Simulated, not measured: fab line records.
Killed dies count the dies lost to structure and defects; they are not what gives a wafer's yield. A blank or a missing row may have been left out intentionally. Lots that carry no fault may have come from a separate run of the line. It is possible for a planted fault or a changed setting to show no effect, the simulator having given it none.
Problem report in the 8D (eight disciplines) form, filled by code | flow rit cmos | the parts of the form that need people (team, actions taken, sign-off) are left out

== 1. PROBLEM STATEMENT ==
Mean REOX_OXIDE_THK at RIT_REOX_THK_MEAS_04: 27.9 nm over 6 wafers in 2 lots; fault-free wafers: 25.2 nm, standard deviation 0.45. That puts it +6.1 standard deviations away from the usual mean.
First seen on wafer L781.1, day 4 02:43, on film metro-03. Wafers with a number at this step in the record: 42, from 14 lots. Rule for "out" (also "out of limits"): further than 4 standard deviations from the usual mean. All remaining wafers that have a number are taken as sound.

== 2. WHAT THIS IS AND IS NOT ==
question                    | is                     | is not
which readings at this step | REOX_OXIDE_THK         | -
which lots                  | L781, L782             | L774, L775, L776, L777, L778, L779, L780, L783, L785, L790, L794, L795
which wafers of those lots  | all that have a number | -
read on which gauges        | film metro-03          | film metro-02, film metro-04
when                        | from day 4 02:43       | up to then (21 sound wafers); but 15 sound wafers of L783, L785, L790, L794, L795 came after

== 3. THE SUSPECTS, EACH WITH WHAT RULES IT OUT ==
Counting: a tool stays on the suspect list if, at a process step up to the reading, it processed all lots that are out and no sound lot following the first of them.
- the gauge at RIT_REOX_THK_MEAS_04: ruled out. All the wafers that are out were read on film metro-03, but those of them that RIT_REOX_OXIDATION_03 has rows for are out there too, on other tools.
- furnace-04 at RIT_REOX_OXIDATION_03 (target thk 25.2 nm, ox time 5580 s): kept. It ran every lot that is out, first L781 (day 4 00:10), and no sound lot after that; its last sound lot up to then is L779 (day 3 17:02). Out on those wafers are its own readings of spike tc centre C, spike tc source C.
Remaining after the count: furnace-04 at RIT_REOX_OXIDATION_03.

== 4. THE CAUSE (what the simulator had put in) ==
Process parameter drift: furnace-04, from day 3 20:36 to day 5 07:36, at RIT_REOX_OXIDATION_03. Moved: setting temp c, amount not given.
This tool alone remained once counting was done.

== 5. THE EFFECT CHAIN, in route order ==
Each row: a reading whose mean over the struck wafers that have a number lies more than 3 standard deviations from the usual. Only readings whose record carries a usual standard deviation are examined. hours: median over the lots of the time between each lot's start at the first step of this table that gives one and its start at this step. sigmas: the change, counted in usual standard deviations.
hours | step                  | reading           | usual   | on struck wafers | change | sigmas
0     | RIT_REOX_OXIDATION_03 | spike tc centre C | 902.1 C | 911.3            | +9.2   | +7.7
0     | RIT_REOX_OXIDATION_03 | spike tc load C   | 928.6 C | 935.9            | +7.3   | +3.9
0     | RIT_REOX_OXIDATION_03 | spike tc source C | 922.1 C | 934.8            | +12.7  | +9.1
3     | RIT_REOX_THK_MEAS_04  | REOX_OXIDE_THK    | 25.2 nm | 27.9             | +2.8   | +6.1
Process steps it contains:
- RIT_REOX_OXIDATION_03: target thk 25.2 nm, ox time 5580 s.
Later measuring or inspecting steps at which every struck wafer that the step has a row for has a number for every such reading, and none has moved that far: RIT_NLDD_OVL_MEAS_06, RIT_NSD_TW_MEAS_10.

== 6. HOW IT WOULD HAVE BEEN CAUGHT EARLIER ==
In this record the first reading out of limits at a measuring or inspecting step was taken at day 4 02:43, 6 hours after the fault began at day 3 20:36.
Tool's own readings at RIT_REOX_OXIDATION_03, spike tc centre C, spike tc source C: out on all struck wafers the step has rows for; an alarm limit on them would have tripped on the first.
Lots out: 2; of these, L782 started RIT_REOX_OXIDATION_03 on furnace-04 after day 4 02:43. Putting the tool on hold at that point would have spared it.
